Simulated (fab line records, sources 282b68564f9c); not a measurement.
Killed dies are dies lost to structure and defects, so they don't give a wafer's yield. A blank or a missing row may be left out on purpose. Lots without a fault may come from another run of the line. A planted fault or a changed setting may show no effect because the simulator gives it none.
A struck lot beside a sound one | flow rit_cmos | 20 steps out of a route of 202
Sound: wafers L499.1, L499.3, L499.5. Struck: wafers L511.3, L511.5, L511.6. The cause comes at the end.
At each step with rows: each side's tool, then ch and its chambers, then its first start. Under that, the readings that differ: sound wafers | struck wafers | difference of the means | sigmas: that difference in standard deviations of wafers without a fault.
alike: readings whose means differ by less than 2 such deviations, and words and numbers that are the same on both sides. not compared: withheld readings, readings that some wafer has no value for, bounds like >300 that may hide the same value, and numbers for which the record gives no deviation and whose values overlap.
The two part at a step that has a row with sigmas, a row that says differs or no value, or rows on one side only. Numbers that don't overlap but have no deviation are shown without sigmas and don't part them. A reading that every wafer of one side lacks parts them only if that side has two wafers or more.

RIT_CONTACT_CD_MEAS_08: target cd 1000 nm.
  sound on cd_sem-02, day 4 03:34; struck on cd_sem-01, day 6 10:59
  alike: cd_nm
RIT_CONTACT_OVL_MEAS_09:
  sound on overlay-02, day 4 03:41; struck on overlay-01, day 6 11:04
  alike: CONTACT_OVL
then, 1 step without rows for these wafers: RIT_CONTACT_HARDBAKE_10 (time 60 s).
RIT_CONTACT_ETCH_11: etches SiO2 in CHF3/CF4/Ar, stops on TiSi2, target depth 480 nm, time 320 s.
  sound on rie_diel-03 ch 0,1,2, day 4 03:52; struck on rie_diel-02 ch 0,3, day 6 11:15
  alike: drypump_motor_current_A, oes_product_au, throttle_valve_pct
  not compared: rf_hours_counter_h
RIT_CONTACT_STRIP_12: strips in O2, time 180 s.
  sound on plasma_asher-02 ch 1, day 4 04:04; struck on plasma_asher-04 ch 0,1, day 6 11:30
  reading                     | sound       | struck      | difference | sigmas
  drypump_motor_current_A (A) | 5.9 5.9 5.9 | 5.0 5.0 5.6 | -0.7       | -2
  alike: rf_refl_power_W
  not compared: rf_hours_counter_h
RIT_CONTACT_CD_MEAS_90: target cd 1000 nm.
  sound on cd_sem-01, day 4 04:14; struck on cd_sem-02, day 6 11:40
  alike: cd_nm
then, 2 steps without rows for these wafers: RIT_CONTACT_CLEAN_13 (cleans in SC1, time 600 s); RIT_CONTACT_CLEAN_14 (cleans in SC2, time 600 s).
RIT_M1_SPUTTER_00: material Al, target thk 400 nm, time 500 s.
  sound on pvd_sputter-02, day 4 04:44; struck on pvd_sputter-04, day 6 12:05
  alike: throttle_valve_pct
RIT_M1_RS_MEAS_01: measures by four-point-probe.
  sound on film_metro-04, day 4 05:02; struck on film_metro-04, day 6 12:25
  alike: M1_AL_RS
RIT_M1_THK_MEAS_02: measures by xrf.
  sound on film_metro-04, day 4 05:09; struck on film_metro-04, day 6 12:31
  alike: M1_AL_THK
then, 1 step without rows for these wafers: RIT_M1_HMDS_03 (prime time 60 s).
RIT_M1_COAT_04: resist thk 1300 nm.
  sound on litho_track-01 ch 0, day 4 05:22; struck on litho_track-04, day 6 12:46
  no value came back on the struck wafers for chill_plate_temp_C (C), dispense_pressure_kPa (kPa); on the sound wafers chill_plate_temp_C (C) reads 23.06 22.97 22.85
then, 4 steps without rows for these wafers: RIT_M1_SOFTBAKE_05 (time 60 s); RIT_M1_EXPOSE_06 (exposes mask M12, target cd 2600 nm); RIT_M1_PEB_07; RIT_M1_DEVELOP_08 (develop time 68 s).
RIT_M1_CD_MEAS_09: target cd 2600 nm.
  sound on cd_sem-01, day 4 06:05; struck on cd_sem-02, day 6 13:37
  reading    | sound                | struck | difference                    | sigmas
  cd_nm (nm) | 2604.1 2602.1 2604.3 | - - -  | no value on the struck wafers |
RIT_M1_OVL_MEAS_10:
  sound on overlay-01, day 4 06:13; struck on overlay-02, day 6 13:42
  reading     | sound        | struck | difference                    | sigmas
  M1_OVL (nm) | -0.2 2.3 1.3 | - - -  | no value on the struck wafers |
RIT_M1_PROBE_99:
  sound on prober-01, day 4 08:46; struck on prober-01, day 6 16:29
  reading                  | sound          | struck         | difference | sigmas
  defect_limited_yield (%) | 97.7 97.0 97.3 | 0 0 0          | -97        | -81
  killed_at_M0_to_M3       | 0 0 0          | 255 259 260    | +258       | +99 or more
  killed_dies              | 6 8 7          | 264 264 264    | +257       | +80
  killed_on_rim            | 2 2 3          | 70 70 70       | +68        | +42
  sort_bin_5_function (%)  | 1.1 1.5 1.1    | 97.7 98.5 99.6 | +97.4      | +99 or more
  sort_n_pass              | 258 256 257    | 0 0 0          | -257       | -80
  sort_yield_pct (%)       | 97.7 97.0 97.3 | 0 0 0          | -97        | -81
  alike: killed_at_contacts, killed_at_front_end, killed_open, killed_short, sort_bin_3_pad_short, sort_bin_6_memory

WHERE THEY PART
First at RIT_CONTACT_STRIP_12; last, within this record, at RIT_M1_PROBE_99.

WHY: what the simulator had put in
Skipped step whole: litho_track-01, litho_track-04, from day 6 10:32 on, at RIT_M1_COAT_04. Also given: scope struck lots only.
